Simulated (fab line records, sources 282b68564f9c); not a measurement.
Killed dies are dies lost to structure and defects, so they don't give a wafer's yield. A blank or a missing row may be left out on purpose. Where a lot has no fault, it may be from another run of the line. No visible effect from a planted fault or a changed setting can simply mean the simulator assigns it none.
fab line records | flow rit_cmos | part 1 of 2: steps 1 to 32 of 46
record lots=5 | wafers=15 | last_day=8
route steps=202 shown ACTIVE@10 FOX1@20 FOX2@23 NWELL@28 PWELL@39 WELLDRIVE@50 NRETRO@53
lots that met no fault: taken from a fault-free run of the same line
start_h: the number of hours between the record's first day and the start of the first shown wafer of the lot | wait_h: how many hours have passed since the lot's step before this one | " repeats the value in the row above | L1.1+2: one row covering several wafers at once | - no value, or no start given | * or withheld: withheld | < > ~ a bound
route shown NAME@n: a module of which the file shows steps, and the number in the route of the first | usual: the fault-free wafers' mean and standard deviation | same: alike in all rows | chamber/n: place in a boat | sites: each site's reading | _std_site: how widely they spread, as a standard deviation | _edge_site: inner sites' mean taken away from outer sites' mean | radius_mm: how far each site lies from the wafer's centre | mask NAME#n: copy n | behind: the most recent tool/chamber to have shaped the wafer | hold: reason for holding the lot/hours on hold/outcome of the hold | device: which transistor (n, p or np) failed to switch | end of line: tests of these same wafers at the route's end | a step without rows: its recipe alone | killed: not the wafer's yield, but the dies lost to structure and defects at the first sort | map: shows each die of a wafer: x if killed, . if not, _ if none is there
set.NAME: setting as actually run; set.NAME@STEP: the setting as run at that earlier step | model.NAME: the simulator's own value behind a step, which no gauge read
lots seen at some steps along the route; tables by step, rows by wafer
services: from which hour (start_h, from the record's first day; less than 0 if before it) a tool's chamber was out of use, for how many hours, and why
## steps
# step RIT_ACTIVE_PEB_09
# recipe resist=NOVOLAK | temp_c=withheld | time_s=withheld
lot.wafer  | tool           | chamber | start_h | wait_h
L076.2+3+4 | litho_track-02 | 0       | 25.09   | 0.1
L086.2+3+5 | litho_track-04 | 0       | 75.56   | 0.1
L087.2+3+6 | litho_track-02 | 0       | 79.37   | 0.1
L092.2+4+6 | litho_track-04 | 0       | 105.14  | 0.1
L097.1+2+5 | litho_track-01 | 0       | 130.34  | 0.1
# step RIT_ACTIVE_DEVELOP_10
# recipe resist=NOVOLAK | develop_time_s=50 | dev_temp_c=23
lot.wafer  | tool           | chamber | start_h | wait_h
L076.2+3+4 | litho_track-02 | 0       | -       | -
L086.2+3+5 | litho_track-04 | 0       | -       | -
L087.2+3+6 | litho_track-02 | 0       | -       | -
L092.2+4+6 | litho_track-04 | 0       | -       | -
L097.1+2+5 | litho_track-01 | 0       | -       | -
# step RIT_ACTIVE_CD_MEAS_11
# recipe target_cd_nm=1400
# usual cd_nm=1399.4/2.1
lot.wafer | tool      | chamber | start_h | wait_h | cd_nm
L076.2    | cd_sem-01 | -       | 25.36   | -      | 1399.5
L076.3    | "         | -       | "       | "      | 1399.6
L076.4    | "         | -       | "       | "      | 1401.3
L086.2    | cd_sem-01 | -       | 75.84   | -      | 1399.4
L086.3    | "         | -       | "       | "      | 1399.8
L086.5    | "         | -       | "       | "      | 1399.7
L087.2    | cd_sem-02 | -       | 79.65   | -      | 1400.9
L087.3    | "         | -       | "       | "      | 1400.8
L087.6    | "         | -       | "       | "      | 1401.9
L092.2    | cd_sem-01 | -       | 105.42  | -      | 1396.2
L092.4    | "         | -       | "       | "      | 1397.3
L092.6    | "         | -       | "       | "      | 1398.7
L097.1    | cd_sem-01 | -       | 130.63  | -      | 1398.9
L097.2    | "         | -       | "       | "      | 1399.5
L097.5    | "         | -       | "       | "      | 1397.3
# step RIT_ACTIVE_HARDBAKE_12
# recipe resist=NOVOLAK | temp_c=140 | time_s=60
lot.wafer  | tool           | chamber | start_h | wait_h
L076.2+3+4 | litho_track-01 | 0       | 25.49   | 0.1
L086.2+3+5 | litho_track-04 | 0       | 75.97   | 0.1
L087.2+3+6 | litho_track-02 | 0       | 79.77   | 0.1
L092.2+4+6 | litho_track-04 | 0       | 105.55  | 0.1
L097.1+2+5 | litho_track-01 | 0       | 130.75  | 0.1
# step RIT_ACTIVE_ETCH_13
# recipe stop_on=SiO2 | chemistry=SF6 | target=Si3N4 | time_s=210 | over_etch_frac=0.4 | SF6_flow_sccm=200 | pressure_mtorr=260 | rf_w=125 | target_depth_a=2100
# usual chamber_pressure_mTorr=259.98/0.24 | drypump_motor_current_A=5.6/0.5 | oes_product_au=0.822/0.011 | throttle_valve_pct=7.47/0.14
lot.wafer | tool        | chamber | start_h | wait_h | chamber_pressure_mTorr | drypump_motor_current_A | oes_product_au | rf_hours_counter_h | throttle_valve_pct
L076.2    | rie_diel-03 | 2       | 25.61   | 0.1    | 259.76                 | 5.1                     | 0.825          | 141                | 7.47
L076.3    | "           | 3       | "       | "      | 259.68                 | 5.6                     | 0.826          | 53                 | 7.20
L076.4    | "           | 1       | "       | "      | 259.70                 | 5.4                     | 0.812          | 63                 | 7.60
L086.2    | rie_diel-04 | 1       | 76.09   | 0.1    | 260.05                 | 4.9                     | 0.829          | 3                  | 7.45
L086.3    | "           | 0       | "       | "      | 260.27                 | 5.5                     | 0.812          | 67                 | 7.30
L086.5    | "           | 0       | "       | "      | 259.87                 | 5.5                     | 0.809          | -                  | 7.32
L087.2    | rie_diel-04 | 0       | 79.90   | 0.1    | 259.52                 | 5.5                     | 0.813          | 68                 | 7.31
L087.3    | "           | 3       | "       | "      | 260.07                 | 6.6                     | 0.822          | 73                 | 7.41
L087.6    | "           | 0       | "       | "      | 259.99                 | 5.5                     | 0.819          | -                  | 7.31
L092.2    | rie_diel-02 | 3       | 105.67  | 0.1    | 259.89                 | 5.4                     | 0.831          | 93                 | 7.62
L092.4    | "           | 2       | "       | "      | 259.90                 | 6.6                     | 0.846          | 159                | 7.63
L092.6    | "           | 3       | "       | "      | 259.87                 | 5.4                     | 0.836          | -                  | 7.59
L097.1    | rie_diel-04 | 0       | 130.90  | 0.1    | 259.64                 | 5.5                     | 0.818          | 68                 | 7.32
L097.2    | "           | 3       | "       | "      | 259.80                 | 6.6                     | 0.836          | 74                 | 7.42
L097.5    | "           | 3       | "       | "      | 259.84                 | 6.5                     | 0.834          | -                  | 7.43
# step RIT_ACTIVE_STRIP_14
# recipe chemistry=O2 | time_s=180 | resist=NOVOLAK | platen_temp_c=withheld | power_w=500 | pressure_mtorr=4000 | o2_flow_sccm=4000
# usual chamber_pressure_mTorr=4000/3.4 | drypump_motor_current_A=6.0/0.38
lot.wafer | tool            | chamber | start_h | wait_h | chamber_pressure_mTorr | drypump_motor_current_A | rf_hours_counter_h
L076.2    | plasma_asher-03 | 1       | 25.75   | 0.1    | 3993                   | 5.7                     | 38
L076.3    | "               | 1       | "       | "      | 3998                   | 5.7                     | -
L076.4    | "               | 0       | "       | "      | 3997                   | 6.1                     | -
L086.2    | plasma_asher-03 | 0       | 76.23   | 0.1    | 4003                   | 6.0                     | 43
L086.3    | "               | 0       | "       | "      | 3997                   | 6.0                     | -
L086.5    | "               | 1       | "       | "      | 3995                   | 5.7                     | -
L087.2    | plasma_asher-04 | 0       | 80.03   | 0.1    | 4000                   | 6.3                     | 46
L087.3    | "               | 0       | "       | "      | 3996                   | 6.3                     | -
L087.6    | "               | 1       | "       | "      | 4001                   | 6.7                     | -
L092.2    | plasma_asher-01 | 0       | 105.81  | 0.1    | 4006                   | 5.6                     | 28
L092.4    | "               | 1       | "       | "      | 3998                   | 5.7                     | -
L092.6    | "               | 1       | "       | "      | 3997                   | 5.6                     | -
L097.1    | plasma_asher-01 | 1       | 131.10  | 0.1    | 3993                   | 5.6                     | 31
L097.2    | "               | 0       | "       | "      | 3999                   | 5.6                     | 31
L097.5    | "               | 1       | "       | "      | 4002                   | 5.7                     | -
# step RIT_ACTIVE_CD_MEAS_90
# recipe target_cd_nm=1400
# usual cd_nm=1399.3/2
lot.wafer | tool      | chamber | start_h | wait_h | cd_nm
L076.2    | cd_sem-01 | -       | 25.94   | 0.1    | 1399.0
L076.3    | "         | -       | "       | "      | 1399.6
L076.4    | "         | -       | "       | "      | 1401.3
L086.2    | cd_sem-02 | -       | 76.42   | 0.1    | 1399.6
L086.3    | "         | -       | "       | "      | 1400.3
L086.5    | "         | -       | "       | "      | 1399.1
L087.2    | cd_sem-02 | -       | 80.23   | 0.1    | 1400.7
L087.3    | "         | -       | "       | "      | 1400.9
L087.6    | "         | -       | "       | "      | 1401.8
L092.2    | cd_sem-01 | -       | 106.00  | 0.1    | 1396.4
L092.4    | "         | -       | "       | "      | 1397.7
L092.6    | "         | -       | "       | "      | 1398.9
L097.1    | cd_sem-01 | -       | 131.27  | 0.1    | 1398.6
L097.2    | "         | -       | "       | "      | 1399.1
L097.5    | "         | -       | "       | "      | 1397.3
# step RIT_ACTIVE_CLEAN_15
# recipe chemistry=SC1 | mix=3:3:50 | time_s=600 | temp_c=75
# usual bath_heat_duty_pct=15.3/1.9
lot.wafer | tool         | chamber | start_h | wait_h | bath_heat_duty_pct
L076.2    | wet_bench-02 | 0       | 26.04   | 0.1    | 13.6
L076.3    | "            | 0       | "       | "      | 13.1
L076.4    | "            | 0       | "       | "      | 14.0
L086.2    | wet_bench-04 | 0       | 76.52   | 0.1    | 15.5
L086.3    | "            | 0       | "       | "      | 15.0
L086.5    | "            | 0       | "       | "      | 15.4
L087.2    | wet_bench-04 | 3       | 80.33   | 0.1    | 18.2
L087.3    | "            | 3       | "       | "      | 18.9
L087.6    | "            | 3       | "       | "      | 18.7
L092.2    | wet_bench-02 | 2       | 106.10  | 0.1    | 16.7
L092.4    | "            | 2       | "       | "      | 16.7
L092.6    | "            | 2       | "       | "      | 17.0
L097.1    | wet_bench-04 | 3       | 131.39  | 0.1    | 18.2
L097.2    | "            | 3       | "       | "      | 16.6
L097.5    | "            | 3       | "       | "      | 19.7
# step RIT_ACTIVE_CLEAN_16
# recipe chemistry=dHF | dilution=50:1 | time_s=30
lot.wafer  | tool         | chamber | start_h | wait_h
L076.2+3+4 | wet_bench-04 | 1       | 26.22   | 0.0
L086.2+3+5 | wet_bench-03 | 2       | 76.71   | 0.0
L087.2+3+6 | wet_bench-03 | 2       | 80.52   | 0.0
L092.2+4+6 | wet_bench-04 | 3       | 106.28  | 0.0
L097.1+2+5 | wet_bench-02 | 3       | 131.57  | 0.0
# step RIT_ACTIVE_CLEAN_17
# recipe chemistry=SC2 | mix=3:3:50 | time_s=600 | temp_c=75 | dry=n2_spin
# usual bath_heat_duty_pct=15.1/1.7
lot.wafer | tool         | chamber | start_h | wait_h | bath_heat_duty_pct
L076.2    | wet_bench-03 | 1       | 26.23   | 0.0    | 13.7
L076.3    | "            | 1       | "       | "      | 14.4
L076.4    | "            | 1       | "       | "      | 14.2
L086.2    | wet_bench-02 | 1       | 76.73   | 0.0    | 16.2
L086.3    | "            | 1       | "       | "      | 16.8
L086.5    | "            | 1       | "       | "      | 15.3
L087.2    | wet_bench-04 | 2       | 80.53   | 0.0    | 11.7
L087.3    | "            | 2       | "       | "      | 12.0
L087.6    | "            | 2       | "       | "      | 13.3
L092.2    | wet_bench-02 | 1       | 106.32  | 0.0    | 14.6
L092.4    | "            | 1       | "       | "      | 15.2
L092.6    | "            | 1       | "       | "      | 16.1
L097.1    | wet_bench-04 | 1       | 131.58  | 0.0    | 13.5
L097.2    | "            | 1       | "       | "      | 13.7
L097.5    | "            | 1       | "       | "      | 12.7
# step RIT_FOX1_OXIDATION_00
# recipe temp_c=1100 | ambient=H2O | target_thk_a=3507 | p_h2o_torr=720 | ox_time_s=1130
# usual tube_center_temp_C_max=1102.9/0.48 | zone_power_load_pct=42.6/2.9
lot.wafer | tool       | chamber | start_h | wait_h | tube_center_temp_C_max | zone_power_load_pct
L076.2    | furnace-01 | 0       | 28.22   | 1.8    | 1103.0                 | 45.1
L076.3    | "          | 0       | "       | "      | 1102.2                 | 45.6
L076.4    | "          | 0       | "       | "      | 1102.6                 | 46.2
L086.2    | furnace-04 | 0       | 77.88   | 1.0    | 1102.7                 | 41.3
L086.3    | "          | 0       | "       | "      | 1102.3                 | 41.5
L086.5    | "          | 0       | "       | "      | 1103.4                 | 41.8
L087.2    | furnace-01 | 0       | 81.71   | 1.0    | 1103.0                 | 44.6
L087.3    | "          | 0       | "       | "      | 1102.2                 | 45.5
L087.6    | "          | 0       | "       | "      | 1103.4                 | 45.1
L092.2    | furnace-03 | 0       | 106.49  | 0.0    | 1102.6                 | 38.4
L092.4    | "          | 0       | "       | "      | 1102.1                 | 38.6
L092.6    | "          | 0       | "       | "      | 1102.7                 | 38.7
L097.1    | furnace-04 | 0       | 134.73  | 3.0    | 1103.0                 | 42.1
L097.2    | "          | 0       | "       | "      | 1102.7                 | 42.2
L097.5    | "          | 0       | "       | "      | 1103.0                 | 42.1
# step RIT_FOX1_THK_MEAS_01
# recipe reads=SiO2_of_FOX1_OXIDATION_00
# usual FOX1_OXIDE_THK=349/6.4
lot.wafer | tool          | chamber | start_h | wait_h | FOX1_OXIDE_THK[nm]
L076.2    | film_metro-01 | -       | 29.54   | 0.0    | 354
L076.3    | "             | -       | "       | "      | 353
L076.4    | "             | -       | "       | "      | 349
L086.2    | film_metro-03 | -       | 79.20   | 0.0    | 354
L086.3    | "             | -       | "       | "      | 359
L086.5    | "             | -       | "       | "      | 358
L087.2    | film_metro-04 | -       | 83.04   | 0.0    | 345
L087.3    | "             | -       | "       | "      | 339
L087.6    | "             | -       | "       | "      | 347
L092.2    | film_metro-04 | -       | 107.81  | 0.0    | 342
L092.4    | "             | -       | "       | "      | 334
L092.6    | "             | -       | "       | "      | 342
L097.1    | film_metro-03 | -       | 136.04  | 0.0    | 348
L097.2    | "             | -       | "       | "      | 347
L097.5    | "             | -       | "       | "      | 345
# step RIT_FOX1_WET_ETCH_02
# recipe chemistry=BOE | target_depth_nm=350 | time_s=390 | temp_c=21.5 | dry=n2_spin | dilution=10:1 | target=SiO2
# usual bath_heat_duty_pct=1.7/0.44
lot.wafer | tool         | chamber | start_h | wait_h | bath_heat_duty_pct
L076.2    | wet_bench-01 | 3       | 29.59   | 0.0    | 2.5
L076.3    | "            | 3       | "       | "      | 1.4
L076.4    | "            | 3       | "       | "      | 1.9
L086.2    | wet_bench-03 | 3       | 79.25   | 0.0    | 0.6
L086.3    | "            | 3       | "       | "      | 2.1
L086.5    | "            | 3       | "       | "      | 2.6
L087.2    | wet_bench-04 | 2       | 83.09   | 0.0    | 1.7
L087.3    | "            | 2       | "       | "      | 1.2
L087.6    | "            | 2       | "       | "      | 0.9
L092.2    | wet_bench-01 | 2       | 107.86  | 0.0    | 1.3
L092.4    | "            | 2       | "       | "      | 1.3
L092.6    | "            | 2       | "       | "      | 1.5
L097.1    | wet_bench-03 | 3       | 136.10  | 0.1    | 1.7
L097.2    | "            | 3       | "       | "      | 1.7
L097.5    | "            | 3       | "       | "      | 1.5
# step RIT_FOX2_OXIDATION_00
# recipe temp_c=1100 | ambient=H2O | target_thk_a=3507 | p_h2o_torr=720 | ox_time_s=1130
# usual tube_center_temp_C_max=1102.8/0.45 | zone_power_load_pct=41.7/2.6
lot.wafer | tool       | chamber | start_h | wait_h | tube_center_temp_C_max | zone_power_load_pct
L076.2    | furnace-04 | 0       | 29.71   | 0.0    | 1102.3                 | 41.6
L076.3    | "          | 0       | "       | "      | 1103.3                 | 42.1
L076.4    | "          | 0       | "       | "      | 1103.1                 | 41.9
L086.2    | furnace-04 | 0       | 79.37   | 0.0    | 1102.8                 | 42.2
L086.3    | "          | 0       | "       | "      | 1103.2                 | 42.0
L086.5    | "          | 0       | "       | "      | 1102.5                 | 41.7
L087.2    | furnace-04 | 0       | 83.69   | 0.5    | 1101.9                 | 42.5
L087.3    | "          | 0       | "       | "      | 1102.5                 | 41.9
L087.6    | "          | 0       | "       | "      | 1102.9                 | 42.0
L092.2    | furnace-03 | 0       | 109.12  | 1.1    | 1102.3                 | 38.8
L092.4    | "          | 0       | "       | "      | 1103.0                 | 38.6
L092.6    | "          | 0       | "       | "      | 1102.8                 | 38.9
L097.1    | furnace-04 | 0       | 136.24  | 0.0    | 1102.6                 | 42.3
L097.2    | "          | 0       | "       | "      | 1102.2                 | 41.8
L097.5    | "          | 0       | "       | "      | 1102.2                 | 42.4
# step RIT_FOX2_THK_MEAS_01
# recipe reads=SiO2_of_FOX2_OXIDATION_00
# usual FOX2_OXIDE_THK=352/6
lot.wafer | tool          | chamber | start_h | wait_h | FOX2_OXIDE_THK[nm]
L076.2    | film_metro-01 | -       | 31.03   | 0.0    | 358
L076.3    | "             | -       | "       | "      | 357
L076.4    | "             | -       | "       | "      | 350
L086.2    | film_metro-02 | -       | 80.75   | 0.1    | 341
L086.3    | "             | -       | "       | "      | 347
L086.5    | "             | -       | "       | "      | 350
L087.2    | film_metro-04 | -       | 85.01   | 0.0    | 349
L087.3    | "             | -       | "       | "      | 347
L087.6    | "             | -       | "       | "      | 351
L092.2    | film_metro-04 | -       | 110.44  | 0.0    | 343
L092.4    | "             | -       | "       | "      | 349
L092.6    | "             | -       | "       | "      | 347
L097.1    | film_metro-01 | -       | 137.56  | 0.0    | 350
L097.2    | "             | -       | "       | "      | 348
L097.5    | "             | -       | "       | "      | 345
# step RIT_FOX2_CLEAN_02
# recipe chemistry=dHF | dilution=50:1 | time_s=180
lot.wafer  | tool         | chamber | start_h | wait_h
L076.2+3+4 | wet_bench-02 | 3       | 31.08   | 0.0
L086.2+3+5 | wet_bench-02 | 1       | 80.80   | 0.0
L087.2+3+6 | wet_bench-02 | 0       | 85.06   | 0.0
L092.2+4+6 | wet_bench-01 | 3       | 110.49  | 0.0
L097.1+2+5 | wet_bench-03 | 3       | 137.62  | 0.1
# step RIT_FOX2_WET_ETCH_03
# recipe chemistry=H3PO4 | target=Si3N4 | target_depth_nm=195 | temp_c=165 | time_s=2700
# usual bath_heat_duty_pct=27/3.3
lot.wafer | tool         | chamber | start_h | wait_h | bath_heat_duty_pct
L076.2    | wet_bench-03 | 2       | 31.14   | 0.0    | 28
L076.3    | "            | 2       | "       | "      | 28
L076.4    | "            | 2       | "       | "      | 28
L086.2    | wet_bench-03 | 0       | 80.85   | 0.0    | 30
L086.3    | "            | 0       | "       | "      | 29
L086.5    | "            | 0       | "       | "      | 32
L087.2    | wet_bench-03 | 3       | 85.12   | 0.0    | 27
L087.3    | "            | 3       | "       | "      | 27
L087.6    | "            | 3       | "       | "      | 26
L092.2    | wet_bench-02 | 0       | 110.55  | 0.0    | 24
L092.4    | "            | 0       | "       | "      | 25
L092.6    | "            | 0       | "       | "      | 24
L097.1    | wet_bench-02 | 2       | 137.68  | 0.0    | 29
L097.2    | "            | 2       | "       | "      | 30
L097.5    | "            | 2       | "       | "      | 29
# step RIT_FOX2_THK_MEAS_90
# recipe reads=SiO2_of_FOX2_OXIDATION_00
# usual FIELD_OXIDE_LEFT_1_THK=325/5.9
lot.wafer | tool          | chamber | start_h | wait_h | FIELD_OXIDE_LEFT_1_THK[nm]
L076.2    | film_metro-04 | -       | 31.98   | 0.0    | 330
L076.3    | "             | -       | "       | "      | 330
L076.4    | "             | -       | "       | "      | 323
L086.2    | film_metro-02 | -       | 81.62   | 0.0    | 314
L086.3    | "             | -       | "       | "      | 320
L086.5    | "             | -       | "       | "      | 323
L087.2    | film_metro-04 | -       | 85.89   | 0.0    | 322
L087.3    | "             | -       | "       | "      | 319
L087.6    | "             | -       | "       | "      | 323
L092.2    | film_metro-02 | -       | 111.32  | 0.0    | 316
L092.4    | "             | -       | "       | "      | 322
L092.6    | "             | -       | "       | "      | 320
L097.1    | film_metro-01 | -       | 138.44  | 0.0    | 322
L097.2    | "             | -       | "       | "      | 321
L097.5    | "             | -       | "       | "      | 318
# step RIT_NWELL_HMDS_00
# recipe prime_time_s=60 | prime_temp_c=140
# same prime_time_s=60
lot.wafer  | tool           | chamber | start_h | wait_h
L076.2+3+4 | litho_track-03 | 0       | 32.05   | 0.1
L086.2+3+5 | litho_track-04 | 0       | 81.70   | 0.1
L087.2+3+6 | litho_track-01 | 0       | 85.96   | 0.1
L092.2+4+6 | litho_track-04 | 0       | 111.39  | 0.1
L097.1+2+5 | litho_track-04 | 0       | 138.67  | 0.2
# step RIT_NWELL_COAT_01
# recipe resist=NOVOLAK | spin_rpm=2000 | resist_thk_nm=1300
lot.wafer  | tool           | chamber | start_h | wait_h
L076.2+3+4 | litho_track-03 | 0       | 32.20   | 0.1
L086.2+3+5 | litho_track-04 | 0       | 81.85   | 0.1
L087.2+3+6 | litho_track-01 | 0       | 86.11   | 0.1
L092.2+4+6 | litho_track-04 | 0       | 111.54  | 0.1
L097.1+2+5 | litho_track-04 | 0       | 138.82  | 0.1
# step RIT_NWELL_SOFTBAKE_02
# recipe resist=NOVOLAK | temp_c=90 | time_s=60
lot.wafer  | tool           | chamber | start_h | wait_h
L076.2+3+4 | litho_track-03 | 0       | 32.35   | 0.1
L086.2+3+5 | litho_track-04 | 0       | 82.00   | 0.1
L087.2+3+6 | litho_track-01 | 0       | 86.26   | 0.1
L092.2+4+6 | litho_track-04 | 0       | 111.69  | 0.1
L097.1+2+5 | litho_track-04 | 0       | 138.97  | 0.1
# step RIT_NWELL_EXPOSE_03
# recipe mask_id=M2 | na=0.57 | target_cd_nm=43900 | dose_mj=250
lot.wafer  | tool             | chamber | start_h | wait_h | mask
L076.2+3+4 | iline_stepper-02 | 0       | 32.50   | 0.1    | M2#0
L086.2+3+5 | iline_stepper-02 | 0       | 82.27   | 0.2    | M2#0
L087.2+3+6 | iline_stepper-01 | 0       | 86.53   | 0.2    | M2#0
L092.2+4+6 | iline_stepper-02 | 0       | 111.84  | 0.1    | M2#0
L097.1+2+5 | iline_stepper-02 | 0       | 139.13  | 0.1    | M2#0
# step RIT_NWELL_PEB_04
# recipe resist=NOVOLAK | temp_c=withheld | time_s=withheld
lot.wafer  | tool           | chamber | start_h | wait_h
L076.2+3+4 | litho_track-01 | 0       | 32.62   | 0.1
L086.2+3+5 | litho_track-04 | 0       | 82.39   | 0.1
L087.2+3+6 | litho_track-04 | 0       | 86.68   | 0.1
L092.2+4+6 | litho_track-04 | 0       | 111.96  | 0.1
L097.1+2+5 | litho_track-03 | 0       | 139.25  | 0.1
# step RIT_NWELL_DEVELOP_05
# recipe resist=NOVOLAK | develop_time_s=68 | dev_temp_c=23
lot.wafer  | tool           | chamber | start_h | wait_h
L076.2+3+4 | litho_track-01 | 0       | -       | -
L086.2+3+5 | litho_track-04 | 0       | -       | -
L087.2+3+6 | litho_track-04 | 0       | -       | -
L092.2+4+6 | litho_track-04 | 0       | -       | -
L097.1+2+5 | litho_track-03 | 0       | -       | -
# step RIT_NWELL_OVL_MEAS_06
# usual NWELL_OVL=0.6/1.4
lot.wafer | tool       | chamber | start_h | wait_h | NWELL_OVL[nm]
L076.2    | overlay-02 | -       | 32.92   | -      | -0.4
L076.3    | "          | -       | "       | "      | 1.2
L076.4    | "          | -       | "       | "      | 0.9
L086.2    | overlay-01 | -       | 82.68   | -      | 1.6
L086.3    | "          | -       | "       | "      | 1.8
L086.5    | "          | -       | "       | "      | 2.5
L087.2    | overlay-02 | -       | 86.97   | -      | 1.3
L087.3    | "          | -       | "       | "      | 2.3
L087.6    | "          | -       | "       | "      | 2.3
L092.2    | overlay-02 | -       | 112.26  | -      | 2.3
L092.4    | "          | -       | "       | "      | 2.6
L092.6    | "          | -       | "       | "      | 1.5
L097.1    | overlay-01 | -       | 139.56  | -      | -0.1
L097.2    | "          | -       | "       | "      | -1.4
L097.5    | "          | -       | "       | "      | -0.8
# step RIT_NWELL_HARDBAKE_07
# recipe resist=NOVOLAK | temp_c=140 | time_s=120
lot.wafer  | tool           | chamber | start_h | wait_h
L076.2+3+4 | litho_track-03 | 0       | 32.99   | 0.1
L086.2+3+5 | litho_track-03 | 0       | 82.76   | 0.1
L087.2+3+6 | litho_track-01 | 0       | 87.04   | 0.1
L092.2+4+6 | litho_track-03 | 0       | 112.33  | 0.1
L097.1+2+5 | litho_track-01 | 0       | 139.60  | 0.0
# step RIT_NWELL_IMPLANT_08
# recipe species=P | energy_kev=170 | dose_cm2=5e+13 | tilt_deg=7
lot.wafer  | tool         | chamber | start_h | wait_h
L076.2+3+4 | implanter-04 | 0       | 33.22   | 0.2
L086.2+3+5 | implanter-04 | 0       | 82.99   | 0.2
L087.2+3+6 | implanter-02 | 0       | 87.27   | 0.2
L092.2+4+6 | implanter-02 | 0       | 112.56  | 0.2
L097.1+2+5 | implanter-01 | 0       | 139.85  | 0.2
# step RIT_NWELL_STRIP_09
# recipe chemistry=O2 | time_s=180 | resist=NOVOLAK | platen_temp_c=withheld | power_w=500 | pressure_mtorr=4000 | o2_flow_sccm=4000
# usual chamber_pressure_mTorr=4000/3.6 | drypump_motor_current_A=5.71/0.28
lot.wafer | tool            | chamber | start_h | wait_h | chamber_pressure_mTorr | drypump_motor_current_A | rf_hours_counter_h
L076.2    | plasma_asher-01 | 1       | 33.35   | 0.1    | 4003                   | 5.67                    | 21
L076.3    | "               | 0       | "       | "      | 4002                   | 5.61                    | -
L076.4    | "               | 1       | "       | "      | 4004                   | 5.68                    | -
L086.2    | plasma_asher-02 | 0       | 83.11   | 0.1    | 3998                   | 6.06                    | 45
L086.3    | "               | 0       | "       | "      | 3998                   | 6.08                    | -
L086.5    | "               | 0       | "       | "      | 3995                   | 6.06                    | -
L087.2    | plasma_asher-03 | 1       | 87.40   | 0.1    | 3998                   | 5.65                    | 44
L087.3    | "               | 0       | "       | "      | 3997                   | 6.04                    | -
L087.6    | "               | 0       | "       | "      | 4000                   | 6.03                    | -
L092.2    | plasma_asher-03 | 0       | 112.69  | 0.1    | 3995                   | 6.03                    | 47
L092.4    | "               | 0       | "       | "      | 4000                   | 6.03                    | -
L092.6    | "               | 1       | "       | "      | 3997                   | 5.66                    | -
L097.1    | plasma_asher-01 | 0       | 140.00  | 0.1    | 4001                   | 5.63                    | 32
L097.2    | "               | 1       | "       | "      | 4005                   | 5.68                    | 32
L097.5    | "               | 0       | "       | "      | 4003                   | 5.61                    | -
# step RIT_NWELL_TW_MEAS_10
# usual NWELL_TW=2144/19
lot.wafer | tool          | chamber | start_h | wait_h | NWELL_TW
L076.2    | film_metro-02 | -       | 33.53   | 0.1    | 2116
L076.3    | "             | -       | "       | "      | 2104
L076.4    | "             | -       | "       | "      | 2125
L086.2    | film_metro-03 | -       | 83.30   | 0.1    | 2142
L086.3    | "             | -       | "       | "      | 2147
L086.5    | "             | -       | "       | "      | 2152
L087.2    | film_metro-03 | -       | 87.58   | 0.1    | 2151
L087.3    | "             | -       | "       | "      | 2154
L087.6    | "             | -       | "       | "      | 2149
L092.2    | film_metro-04 | -       | 112.87  | 0.1    | 2136
L092.4    | "             | -       | "       | "      | 2121
L092.6    | "             | -       | "       | "      | 2134
L097.1    | film_metro-03 | -       | 140.17  | 0.1    | 2140
L097.2    | "             | -       | "       | "      | 2145
L097.5    | "             | -       | "       | "      | 2150
# step RIT_PWELL_HMDS_00
# recipe prime_time_s=60 | prime_temp_c=140
# same prime_time_s=60
lot.wafer  | tool           | chamber | start_h | wait_h
L076.2+3+4 | litho_track-02 | 0       | 33.61   | 0.1
L086.2+3+5 | litho_track-03 | 0       | 83.37   | 0.1
L087.2+3+6 | litho_track-04 | 0       | 87.66   | 0.1
L092.2+4+6 | litho_track-02 | 0       | 112.95  | 0.1
L097.1+2+5 | litho_track-04 | 0       | 140.23  | 0.1
# step RIT_PWELL_COAT_01
# recipe resist=NOVOLAK | spin_rpm=2000 | resist_thk_nm=1300
lot.wafer  | tool           | chamber | start_h | wait_h
L076.2+3+4 | litho_track-02 | 0       | 33.76   | 0.1
L086.2+3+5 | litho_track-03 | 0       | 83.52   | 0.1
L087.2+3+6 | litho_track-04 | 0       | 87.81   | 0.1
L092.2+4+6 | litho_track-02 | 0       | 113.10  | 0.1
L097.1+2+5 | litho_track-04 | 0       | 140.38  | 0.1
# step RIT_PWELL_SOFTBAKE_02
# recipe resist=NOVOLAK | temp_c=90 | time_s=60
lot.wafer  | tool           | chamber | start_h | wait_h
L076.2+3+4 | litho_track-02 | 0       | 33.91   | 0.1
L086.2+3+5 | litho_track-03 | 0       | 83.67   | 0.1
L087.2+3+6 | litho_track-04 | 0       | 87.96   | 0.1
L092.2+4+6 | litho_track-02 | 0       | 113.25  | 0.1
L097.1+2+5 | litho_track-04 | 0       | 140.53  | 0.1
